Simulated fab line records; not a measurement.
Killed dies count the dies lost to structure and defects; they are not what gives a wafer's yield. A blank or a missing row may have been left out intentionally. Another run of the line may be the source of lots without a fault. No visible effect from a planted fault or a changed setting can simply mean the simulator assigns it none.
Which tool did it? :: flow rit cmos :: 7 lots with 21 wafers sampled at 2 steps, on a route of 202 steps

WHAT THE GAUGES SHOWED, per wafer
RIT_M1_RS_MEAS_01: the measuring method here is four-point-probe.
lot: L991
measured: day 3 16:32
on: film metro-04
M1_AL_RS (ohm/sq): 0.0724 0.0727 0.0723

lot: L993
measured: day 4 02:22
on: film metro-02
M1_AL_RS (ohm/sq): 0.0740 0.0742 0.0740

lot: L996
measured: day 4 16:23
on: film metro-03
M1_AL_RS (ohm/sq): 0.0733 0.0731 0.0726

lot: L998
measured: day 5 08:01
on: film metro-03
M1_AL_RS (ohm/sq): 0.0734 0.0724 0.0737

lot: L105
measured: day 6 14:41
on: film metro-04
M1_AL_RS (ohm/sq): 0.0878 0.0732 0.0729

lot: L108
measured: day 7 06:53
on: film metro-04
M1_AL_RS (ohm/sq): 0.0741 0.0731 0.0734

lot: L112
measured: day 8 01:07
on: film metro-03
M1_AL_RS (ohm/sq): 0.0724 0.0736 0.0735

TOOL THAT RAN EACH LOT (tool first, then ch and the chambers of the sampled wafers, then the start)
lot: L991
RIT_M1_SPUTTER_00: pvd sputter-04, day 3 16:14

lot: L993
RIT_M1_SPUTTER_00: pvd sputter-04, day 4 02:03

lot: L996
RIT_M1_SPUTTER_00: pvd sputter-02, day 4 16:06

lot: L998
RIT_M1_SPUTTER_00: pvd sputter-02, day 5 07:43

lot: L105
RIT_M1_SPUTTER_00: pvd sputter-04, day 6 14:23

lot: L108
RIT_M1_SPUTTER_00: pvd sputter-02, day 7 06:34

lot: L112
RIT_M1_SPUTTER_00: pvd sputter-02, day 8 00:49
- RIT_M1_SPUTTER_00: material Al, target thk 400 nm, time 500 s.

THE ANSWER, worked out from the rows above alone
Rule: what is usual is taken from the lots themselves. Put in order of their means at a reading, lots are off if they are a third of the lots or fewer, leave a main group of 4 or more, and stand apart from it by a gap of 3 or more times the standard deviation of the main group's means; of several such gaps the widest counts. A main group whose means are all the same, to the digits that the tables above print for the reading, isn't used. Also off: a lot with no number at a reading for which 4 or more lots have one. The other lots that the step has rows for count as sound.
Off: L105, at RIT_M1_RS_MEAS_01 (M1_AL_RS). Main group: mean 0.0732 ohm/sq, sd 0.00049.
A tool fits if, at a process step before that reading, it ran every lot that is off, and no sound lot after the first of them. Those tools and the gauges at RIT_M1_RS_MEAS_01 are tried in the same way. One candidate fits, namely pvd sputter-04 at RIT_M1_SPUTTER_00. A fault onset in the window from L993 (day 4 02:03, its last sound lot) to L105 (day 6 14:23, its first lot off) fits.

WHAT THE SIMULATOR HAD PUT IN
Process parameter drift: pvd sputter-04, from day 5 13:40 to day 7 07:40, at RIT_M1_SPUTTER_00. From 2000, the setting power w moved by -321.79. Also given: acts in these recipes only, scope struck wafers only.
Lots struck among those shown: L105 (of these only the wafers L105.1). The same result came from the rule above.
